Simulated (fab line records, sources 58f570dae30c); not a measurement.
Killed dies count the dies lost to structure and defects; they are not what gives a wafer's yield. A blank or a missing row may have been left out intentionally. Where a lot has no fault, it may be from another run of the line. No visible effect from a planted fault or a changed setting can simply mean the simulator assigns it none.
8D (eight disciplines) problem report, filled in by code / flow berkeley_cmos170 / the parts of the form that need people (team, actions taken, sign-off) are left out

## 1. PROBLEM STATEMENT
Wafers free of any fault read 606 (standard deviation 4.3) for PFIELD_TW at UCB170_PFIELD_TW_MEAS_09, against a mean of 662 on 6 wafers of 2 lots. Relative to the usual mean, that is a shift of +13 standard deviations.
First observed at day 9 05:25: wafer L241.1, on film_metro-02. At this step, 42 wafers from 14 lots have a number in the record. Rule for "out" (also "out of limits"): further than 4 standard deviations from the usual mean. The rest of the wafers with a number are treated as sound.

## 2. WHAT IT IS, WHAT IT ISN'T
question=which readings at this step; is=PFIELD_TW; is not=-
question=which lots; is=L241, L244; is not=L221, L222, L224, L225, L227, L228, L229, L230, L231, L232, L234, L235
question=which wafers of those lots; is=all that have a number; is not=-
question=read on which gauges; is=film_metro-01, film_metro-02; is not=film_metro-04
question=when; is=from day 9 05:25; is not=up to then (36 sound wafers)

## 3. SUSPECTS, AND WHAT RULES EACH OUT
Counting: a tool stays on the suspect list if, at a process step up to the reading, it processed all lots that are out and no sound lot following the first of them.
- the gauge at UCB170_PFIELD_TW_MEAS_09 is ruled out. Those wafers that are out were read across 2 gauges (film_metro-01, film_metro-02).
- implanter-01 at UCB170_PFIELD_IMPLANT_07: kept. It ran every lot that is out, first L241 (day 9 05:10), and no sound lot after that; its last sound lot up to then is L235 (day 8 09:31). Its own dose_ions_cm2, faraday_current_uA readings are out on those wafers.
Left after counting: implanter-01 at UCB170_PFIELD_IMPLANT_07.

## 4. THE CAUSE (what the simulator had put in)
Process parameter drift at UCB170_PFIELD_IMPLANT_07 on implanter-01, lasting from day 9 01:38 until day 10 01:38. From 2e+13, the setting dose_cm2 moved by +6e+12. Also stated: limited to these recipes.
Counting left only this tool.

## 5. THE CHAIN OF EFFECTS, in route order
Each row: a reading where the mean over the struck wafers with a number is more than 3 standard deviations away from the usual. Only readings for which the record gives a usual standard deviation are gone through. hours: the time from each lot's start at the first step in this table that gives one to its start at this step, as a median over the lots. sigmas: the change in usual standard deviations.
hours=0; step=UCB170_PFIELD_IMPLANT_07; reading=dose_ions_cm2; usual=2.0002e+13; on struck wafers=2.6018e+13; change=+6.0157e+12; sigmas=+99 or more
hours=0; step=UCB170_PFIELD_IMPLANT_07; reading=faraday_current_uA; usual=63.3; on struck wafers=82.2; change=+18.9; sigmas=+15
hours=0; step=UCB170_PFIELD_TW_MEAS_09; reading=PFIELD_TW; usual=606; on struck wafers=662; change=+56; sigmas=+13
The process steps in it:
- UCB170_PFIELD_IMPLANT_07

## 6. HOW IT WOULD HAVE BEEN CAUGHT EARLIER
Counted from the fault's start at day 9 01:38, it took 4 hours until the first out-of-limits reading at a measuring or inspecting step in this record, taken at day 9 05:25.
The tool's own readings at UCB170_PFIELD_IMPLANT_07 were out on every struck wafer that the step has a row for (dose_ions_cm2, faraday_current_uA): an alarm limit on them would have fired on the first of those.
L244, from the lots that are out (2), started UCB170_PFIELD_IMPLANT_07 on implanter-01 later than day 9 05:25. Putting the tool on hold at that point would have spared it.
